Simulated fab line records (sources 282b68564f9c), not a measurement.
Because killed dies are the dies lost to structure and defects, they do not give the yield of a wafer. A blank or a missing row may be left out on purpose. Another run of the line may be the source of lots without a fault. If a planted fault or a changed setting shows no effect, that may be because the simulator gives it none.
Which tool is to blame?	flow rit-cmos	8 lots, 24 wafers sampled, at 2 steps of a route of 202

== WHAT THE GAUGES READ, wafer by wafer ==
RIT_CONTACT_OVL_MEAS_09.
lot	measured	on	CONTACT_OVL (nm)
L480	day 3 12:59	overlay-01	-2.0 -1.1 0.0
L482	day 4 00:14	overlay-02	-1.0 -1.2 0.3
L485	day 4 16:04	overlay-01	-0.5 -1.6 -0.1
L487	day 4 22:24	overlay-02	0.0 -0.2 0.4
L491	day 5 23:08	overlay-02	127.9 127.5 129.8
L496	day 7 06:02	overlay-02	1.8 -0.3 0.6
L499	day 8 00:11	overlay-01	130.4 129.7 128.4
L501	day 8 18:26	overlay-02	2.3 1.3 1.1

== WHICH TOOL RAN EACH LOT (tool, then ch and the chambers of the sampled wafers, then the start) ==
lot	RIT_CONTACT_EXPOSE_05
L480	iline-stepper-01 ch 0, day 3 12:22
L482	iline-stepper-01 ch 0, day 3 23:35
L485	iline-stepper-01 ch 0, day 4 15:25
L487	iline-stepper-02 ch 0, day 4 21:46
L491	iline-stepper-01 ch 0, day 5 22:29
L496	iline-stepper-02 ch 0, day 7 05:25
L499	iline-stepper-01 ch 0, day 7 23:35
L501	iline-stepper-02 ch 0, day 8 17:35
- RIT_CONTACT_EXPOSE_05: exposes mask M11, target cd 1000 nm.

== THE ANSWER, worked out from the rows above alone ==
Rule: the usual values come from the lots themselves. The widest of any qualifying gaps counts: lots, ordered by their means at a reading, are off when they make up no more than a third of the lots, leave a main group of 4 or more, and stand apart from it by 3 or more times the standard deviation of that group's means. A main group is skipped when, at the precision printed for the reading in the tables above, its means are all equal. Also off: a lot with no number at a reading for which 4 or more lots have one. Where the step has rows for the other lots, those lots are counted as sound.
Off: L491, L499, at RIT_CONTACT_OVL_MEAS_09 (CONTACT_OVL). The main group: mean -0.0 nm, standard deviation 0.91.
If a tool, at a process step before that reading, ran all the lots that are off and no sound lot after the first of them, it fits. The gauges at RIT_CONTACT_OVL_MEAS_09 are tried like those tools. One candidate fits, namely iline-stepper-01 at RIT_CONTACT_EXPOSE_05. Its last sound lot is L485 (day 4 15:25), its first lot that is off L491 (day 5 22:29): a fault that began between those two fits.

== WHAT HAD BEEN PUT IN BY THE SIMULATOR ==
Scanner matching overlay: iline-stepper-01, from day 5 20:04 on, at RIT_CONTACT_EXPOSE_05. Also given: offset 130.
Struck lots among those shown: L491, L499. The rule given above showed the same thing.
